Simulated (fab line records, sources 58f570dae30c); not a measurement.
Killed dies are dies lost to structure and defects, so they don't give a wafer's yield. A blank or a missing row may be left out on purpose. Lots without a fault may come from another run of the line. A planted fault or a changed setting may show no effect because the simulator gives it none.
A struck lot beside a sound one | flow berkeley_cmos170 | 15 steps out of a route of 331
Sound: wafers L383.1, L383.3, L383.4. Struck: wafer L401.3. (L401.1, L401.2 of the same lot were not struck and are left out.) The cause comes at the end.
At each step with rows: each side's tool, then ch and its chambers, then its first start. Under that, the readings that differ: sound wafers | struck wafers | difference of the means | sigmas: that difference in standard deviations of wafers without a fault.
alike: readings whose means differ by less than 2 such deviations, and words and numbers that are the same on both sides. not compared: withheld readings, readings that some wafer has no value for, bounds like >300 that may hide the same value, and numbers for which the record gives no deviation and whose values overlap.
The two part at a step that has a row with sigmas, a row that says differs or no value, or rows on one side only. Numbers that don't overlap but have no deviation are shown without sigmas and don't part them. A reading that every wafer of one side lacks parts them only if that side has two wafers or more.

first, 5 steps without rows for these wafers: UCB170_CONTACT_COAT_10 (resist thk 900 nm); UCB170_CONTACT_SOFTBAKE_11 (time 60 s); UCB170_CONTACT_EXPOSE_12 (exposes mask CONT, target cd 700 nm); UCB170_CONTACT_PEB_13; UCB170_CONTACT_DEVELOP_14 (develop time 45 s).
UCB170_CONTACT_CD_MEAS_15: target cd 700 nm.
  sound on cd_sem-02, day 7 22:11; struck on cd_sem-02, day 11 14:20
  alike: cd_nm
UCB170_CONTACT_OVL_MEAS_16:
  sound on overlay-02, day 7 22:19; struck on overlay-01, day 11 14:28
  alike: CONTACT_OVL
UCB170_CONTACT_ETCH_17: etches BARC in N2/H2.
  sound on rie_diel-02 ch 0,2,3, day 7 22:21; struck on rie_diel-01 ch 2, day 11 14:29
  reading               | sound             | struck | difference | sigmas
  oes_product_au (a.u.) | 1.018 0.951 0.993 | 1.041  | +0.054     | +2
  alike: drypump_motor_current_A, throttle_valve_pct
UCB170_CONTACT_ETCH_18: etches PSG in CHF3/CF4/Ar, stops on TiSi2, target depth 840 nm, time 195 s.
  sound on rie_diel-02 ch 0,2,3; struck on rie_diel-01 ch 2
  reading               | sound             | struck | difference | sigmas
  oes_product_au (a.u.) | 0.898 0.863 0.906 | 0.920  | +0.031     | +2
  alike: drypump_motor_current_A, throttle_valve_pct
  not compared: rf_hours_counter_h
UCB170_CONTACT_STRIP_19: strips in O2.
  sound on plasma_asher-03 ch 0,1, day 7 22:31; struck on plasma_asher-02 ch 1, day 11 14:40
  reading                     | sound       | struck | difference | sigmas
  drypump_motor_current_A (A) | 4.9 4.9 4.9 | 6.0    | +1.1       | +2
  alike: oes_product_au
  not compared: rf_hours_counter_h
UCB170_CONTACT_CD_MEAS_90: target cd 700 nm.
  sound on cd_sem-01, day 7 22:37; struck on cd_sem-01, day 11 14:46
  alike: cd_nm
then, 1 step without rows for these wafers: UCB170_CONTACT_CLEAN_20 (cleans in SPM, time 600 s).
UCB170_M1_SPUTTER_00: material Al, target thk 600 nm, time 80 s.
  sound on pvd_sputter-04, day 7 22:55; struck on pvd_sputter-03, day 11 15:04
  reading                  | sound                | struck | difference | sigmas
  chamber_pressure_pa (Pa) | 0.4981 0.4999 0.4986 | 0.5204 | +0.0215    | +22
  alike: throttle_valve_pct
UCB170_M1_RS_MEAS_01: measures by four-point-probe.
  sound on film_metro-02, day 7 22:58; struck on film_metro-03, day 11 15:08
  alike: M1_AL_RS
UCB170_M3_PROBE_99:
  the record has rows for the sound wafers here (prober-01, day 8 23:22) and none for the struck ones

WHERE THEY PART
First at UCB170_CONTACT_ETCH_17; last, within this record, at UCB170_M3_PROBE_99.

WHY: what the simulator had put in
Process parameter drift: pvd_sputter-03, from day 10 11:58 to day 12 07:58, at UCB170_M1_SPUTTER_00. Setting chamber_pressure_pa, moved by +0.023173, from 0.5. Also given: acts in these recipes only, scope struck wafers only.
